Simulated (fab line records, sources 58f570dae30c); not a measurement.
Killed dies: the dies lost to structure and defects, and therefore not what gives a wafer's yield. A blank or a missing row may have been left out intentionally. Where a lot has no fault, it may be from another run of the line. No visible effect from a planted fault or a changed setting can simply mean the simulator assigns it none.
The tool behind it: which one? || flow berkeley_cmos170 || 42 wafers from 14 lots sampled at 2 of the route's 331 steps

== WHAT EACH GAUGE READ, for each wafer ==
No reading from a measuring or inspecting step in the record can be judged against a usual standard deviation.

== EACH LOT AND THE TOOL THAT RAN IT (in order: tool; ch and the chambers of the sampled wafers; start) ==
{"lot": "L132", "UCB170_NSD_COAT_01": "litho_track-03 ch 0, day 6 18:18", "UCB170_NSD_STRIP_09": "plasma_asher-02 ch 0,1, day 6 19:41"}
{"lot": "L131", "UCB170_NSD_COAT_01": "litho_track-03 ch 0, day 6 18:43", "UCB170_NSD_STRIP_09": "plasma_asher-01 ch 0,1, day 6 19:52"}
{"lot": "L133", "UCB170_NSD_COAT_01": "litho_track-02 ch 0, day 6 18:44", "UCB170_NSD_STRIP_09": "plasma_asher-04 ch 0,1, day 6 19:43"}
{"lot": "L134", "UCB170_NSD_COAT_01": "litho_track-01 ch 0, day 7 05:44", "UCB170_NSD_STRIP_09": "plasma_asher-01 ch 0,1, day 7 07:58"}
{"lot": "L135", "UCB170_NSD_COAT_01": "litho_track-03 ch 0, day 7 05:59", "UCB170_NSD_STRIP_09": "plasma_asher-04 ch 0,1, day 7 08:13"}
{"lot": "L138", "UCB170_NSD_COAT_01": "litho_track-03 ch 0, day 8 08:37", "UCB170_NSD_STRIP_09": "plasma_asher-01 ch 0,1, day 8 10:53"}
{"lot": "L140", "UCB170_NSD_COAT_01": "litho_track-02 ch 0, day 8 09:13", "UCB170_NSD_STRIP_09": "plasma_asher-02 ch 0,1, day 8 11:13"}
{"lot": "L141", "UCB170_NSD_COAT_01": "litho_track-01 ch 0, day 8 09:28", "UCB170_NSD_STRIP_09": "plasma_asher-01 ch 0,1, day 8 11:20"}
{"lot": "L143", "UCB170_NSD_COAT_01": "litho_track-02 ch 0, day 8 20:26", "UCB170_NSD_STRIP_09": "plasma_asher-01 ch 0,1, day 8 21:43"}
{"lot": "L144", "UCB170_NSD_COAT_01": "litho_track-02 ch 0, day 9 17:47", "UCB170_NSD_STRIP_09": "plasma_asher-02 ch 0,1, day 9 19:05"}
{"lot": "L147", "UCB170_NSD_COAT_01": "litho_track-01 ch 0, day 10 02:46", "UCB170_NSD_STRIP_09": "plasma_asher-04 ch 0,1, day 10 03:54"}
{"lot": "L152", "UCB170_NSD_COAT_01": "litho_track-02 ch 0, day 10 16:22", "UCB170_NSD_STRIP_09": "plasma_asher-01 ch 0,1, day 10 17:43"}
{"lot": "L150", "UCB170_NSD_COAT_01": "litho_track-02 ch 0, day 10 16:51", "UCB170_NSD_STRIP_09": "plasma_asher-04 ch 0,1, day 10 18:16"}
{"lot": "L154", "UCB170_NSD_COAT_01": "litho_track-02 ch 0, day 11 16:14", "UCB170_NSD_STRIP_09": "plasma_asher-04 ch 0,1, day 11 17:23"}
- UCB170_NSD_COAT_01: resist thk 900 nm.
- UCB170_NSD_STRIP_09: strips in O2.

== AS READ BY THE TOOLS THEMSELVES (means over the sampled wafers that have a number; for cases with no such wafer, the mark the record gives instead) ==
UCB170_NSD_COAT_01. Usual: spin_speed_rpm at 1499.8 rpm, with a standard deviation of 1.2.
{"lot": "L132", "tool": "litho_track-03", "spin_speed_rpm (rpm)": 1499.8, "flag": ""}
{"lot": "L131", "tool": "litho_track-03", "spin_speed_rpm (rpm)": 1498.3, "flag": ""}
{"lot": "L133", "tool": "litho_track-02", "spin_speed_rpm (rpm)": 1497.2, "flag": ""}
{"lot": "L134", "tool": "litho_track-01", "spin_speed_rpm (rpm)": 1499.3, "flag": ""}
{"lot": "L135", "tool": "litho_track-03", "spin_speed_rpm (rpm)": 1499.6, "flag": ""}
{"lot": "L138", "tool": "litho_track-03", "spin_speed_rpm (rpm)": 1499.4, "flag": ""}
{"lot": "L140", "tool": "litho_track-02", "spin_speed_rpm (rpm)": 1499.0, "flag": ""}
{"lot": "L141", "tool": "litho_track-01", "spin_speed_rpm (rpm)": 1500.5, "flag": ""}
{"lot": "L143", "tool": "litho_track-02", "spin_speed_rpm (rpm)": 1500.2, "flag": ""}
{"lot": "L144", "tool": "litho_track-02", "spin_speed_rpm (rpm)": 1500.7, "flag": ""}
{"lot": "L147", "tool": "litho_track-01", "spin_speed_rpm (rpm)": 1501.4, "flag": ""}
{"lot": "L152", "tool": "litho_track-02", "spin_speed_rpm (rpm)": 1501.2, "flag": ""}
{"lot": "L150", "tool": "litho_track-02", "spin_speed_rpm (rpm)": 1445.8, "flag": "OFF"}
{"lot": "L154", "tool": "litho_track-02", "spin_speed_rpm (rpm)": 1447.6, "flag": "OFF"}

UCB170_NSD_STRIP_09. Usual: drypump_motor_current_A 6.10 A, standard deviation 0.28; oes_product_au 0.533 a.u., standard deviation 0.0042; strip_time_to_endpoint_s 35.84 s, standard deviation 0.073.
{"lot": "L132", "tool": "plasma_asher-02", "drypump_motor_current_A (A)": 6.33, "oes_product_au (a.u.)": 0.531, "strip_time_to_endpoint_s (s)": 35.86, "flag": ""}
{"lot": "L131", "tool": "plasma_asher-01", "drypump_motor_current_A (A)": 6.07, "oes_product_au (a.u.)": 0.535, "strip_time_to_endpoint_s (s)": 35.93, "flag": ""}
{"lot": "L133", "tool": "plasma_asher-04", "drypump_motor_current_A (A)": 5.87, "oes_product_au (a.u.)": 0.532, "strip_time_to_endpoint_s (s)": 35.86, "flag": ""}
{"lot": "L134", "tool": "plasma_asher-01", "drypump_motor_current_A (A)": 6.09, "oes_product_au (a.u.)": 0.535, "strip_time_to_endpoint_s (s)": 35.83, "flag": ""}
{"lot": "L135", "tool": "plasma_asher-04", "drypump_motor_current_A (A)": 6.03, "oes_product_au (a.u.)": 0.539, "strip_time_to_endpoint_s (s)": 35.80, "flag": ""}
{"lot": "L138", "tool": "plasma_asher-01", "drypump_motor_current_A (A)": 6.17, "oes_product_au (a.u.)": 0.534, "strip_time_to_endpoint_s (s)": 35.93, "flag": ""}
{"lot": "L140", "tool": "plasma_asher-02", "drypump_motor_current_A (A)": 6.09, "oes_product_au (a.u.)": 0.528, "strip_time_to_endpoint_s (s)": 35.81, "flag": ""}
{"lot": "L141", "tool": "plasma_asher-01", "drypump_motor_current_A (A)": 6.05, "oes_product_au (a.u.)": 0.534, "strip_time_to_endpoint_s (s)": 35.75, "flag": ""}
{"lot": "L143", "tool": "plasma_asher-01", "drypump_motor_current_A (A)": 6.19, "oes_product_au (a.u.)": 0.536, "strip_time_to_endpoint_s (s)": 35.92, "flag": ""}
{"lot": "L144", "tool": "plasma_asher-02", "drypump_motor_current_A (A)": 6.34, "oes_product_au (a.u.)": 0.532, "strip_time_to_endpoint_s (s)": 35.86, "flag": ""}
{"lot": "L147", "tool": "plasma_asher-04", "drypump_motor_current_A (A)": 6.04, "oes_product_au (a.u.)": 0.534, "strip_time_to_endpoint_s (s)": 35.89, "flag": ""}
{"lot": "L152", "tool": "plasma_asher-01", "drypump_motor_current_A (A)": 6.06, "oes_product_au (a.u.)": 0.532, "strip_time_to_endpoint_s (s)": 35.72, "flag": ""}
{"lot": "L150", "tool": "plasma_asher-04", "drypump_motor_current_A (A)": 5.88, "oes_product_au (a.u.)": 0.532, "strip_time_to_endpoint_s (s)": 36.14, "flag": "OFF"}
{"lot": "L154", "tool": "plasma_asher-04", "drypump_motor_current_A (A)": 5.85, "oes_product_au (a.u.)": 0.536, "strip_time_to_endpoint_s (s)": 36.19, "flag": "OFF"}

== THE ANSWER, worked out from the rows above alone ==
Rule: a lot counts as off when the mean over its wafers that have a number is more than 3 standard deviations away from the usual mean. Also off: a lot with no number at a reading for which 4 or more lots have one. Where the step has rows for the other lots, those lots are counted as sound. First the gauges in route order, then the tools' own readings, where a lot's mean is used as printed above. At the first step where some lot is off, the reading lying furthest off is the one used; lots without a number count as furthest.
Off: L150, L154 (UCB170_NSD_COAT_01, spin_speed_rpm).
If a tool, at that step or one of the process steps before it, ran each lot that is off and ran no sound lot following the first of them, it fits. One fits: UCB170_NSD_COAT_01 on litho_track-02. Its last sound lot is L152 (day 10 16:22), its first lot that is off L150 (day 10 16:51): a fault that began between those two fits.
The tool's own readings at UCB170_NSD_COAT_01 bear it out: on the lots that are off they differ by more than 5 times the standard deviation of the sound lots' means. spin_speed_rpm reads 1446.7 rpm there against 1499.7 rpm on the sound lots.

== WHAT THE SIMULATOR HAD INSERTED ==
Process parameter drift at UCB170_NSD_COAT_01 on litho_track-02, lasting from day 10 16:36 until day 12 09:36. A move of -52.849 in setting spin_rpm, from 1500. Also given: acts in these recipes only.
Struck lots among those shown: L150, L154. The rule above found the same.
